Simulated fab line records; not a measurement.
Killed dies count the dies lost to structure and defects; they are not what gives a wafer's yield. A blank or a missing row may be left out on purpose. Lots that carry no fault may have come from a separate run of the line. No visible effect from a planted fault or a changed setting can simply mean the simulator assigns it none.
A struck lot beside a sound one / flow berkeley_cmos170 / 14 steps out of a route of 331
Sound: these wafers, L364.2, L364.4, L364.5. Wafers L369.1, L369.4, L369.6 were the ones struck. The cause is given at the end.
For every step that has rows: the tool of each side, followed by ch and its chambers, followed by its first start. Under that, the readings that differ: sound wafers / struck wafers / difference of the means / sigmas: that difference in standard deviations of wafers without a fault.
alike: a reading whose means differ by less than 2 such deviations, as well as words and numbers matching on both sides. not compared: withheld readings; readings where some wafer has no value; bounds like >300 that might hide an equal value; numbers whose values overlap and for which the record gives no deviation.
The two part at a step that has a row with sigmas, a row that says differs or no value, or rows on one side only. When numbers do not overlap yet have no deviation, they are printed without sigmas and do not part them. Lack of a reading on every wafer of one side parts them only where that side has two or more wafers.

first, 3 steps without rows for these wafers: UCB170_PWELL_CLEAN_00 (cleans in SPM, time 600 s); UCB170_PWELL_CLEAN_01 (cleans in dHF, time 60 s); UCB170_PWELL_OXIDATION_02 (target thk 26.4 nm, ox time 1260 s).
UCB170_PWELL_THK_MEAS_03:
  sound on film_metro-03 at day 4 14:57; struck on film_metro-03 at day 5 14:47
  alike: PWELL_OXIDE_THK
then, 2 steps without rows for these wafers: UCB170_PWELL_ANNEAL_04 (time 900 s); UCB170_PWELL_CVD_05 (deposits Si3N4 from SiH2Cl2/NH3, target thk 220 nm, time 3300 s).
UCB170_PWELL_THK_MEAS_06:
  sound on film_metro-03 at day 4 20:55; struck on film_metro-03 at day 5 22:02
  alike: PWELL_NITRIDE_THK
then, 5 steps without rows for these wafers: UCB170_PWELL_HMDS_07 (prime time 60 s); UCB170_PWELL_COAT_08 (resist thk 900 nm); UCB170_PWELL_SOFTBAKE_09 (time 60 s); UCB170_PWELL_EXPOSE_10 (exposes mask PWELL, target cd 3000 nm); UCB170_PWELL_PEB_11.
UCB170_PWELL_DEVELOP_12: develop time 45 s.
  sound on litho_track-04 ch 0, day 4 21:00; struck on litho_track-01, day 5 23:00
  no value came back on the struck wafers for chill_plate_temp_C (C), develop_time_s (s); on the sound wafers chill_plate_temp_C (C) reads 22.89 22.88 23.00
reading=model.KrF_of_PWELL_COAT_08.thk_nm (nm); sound=888.4 888.2 889.1; struck=903.7 901.1 901.5; difference=+13.5; sigmas=
UCB170_PWELL_OVL_MEAS_13:
  sound on overlay-01 at day 5 00:38; struck on overlay-02 at day 5 23:55
reading=PWELL_OVL (nm); sound=0 3 -3; struck=- - -; difference=no value on the struck wafers; sigmas=

== WHERE THEY PART ==
Earliest at UCB170_PWELL_DEVELOP_12; latest, in this record, at UCB170_PWELL_OVL_MEAS_13.

WHY: what had been put in by the simulator
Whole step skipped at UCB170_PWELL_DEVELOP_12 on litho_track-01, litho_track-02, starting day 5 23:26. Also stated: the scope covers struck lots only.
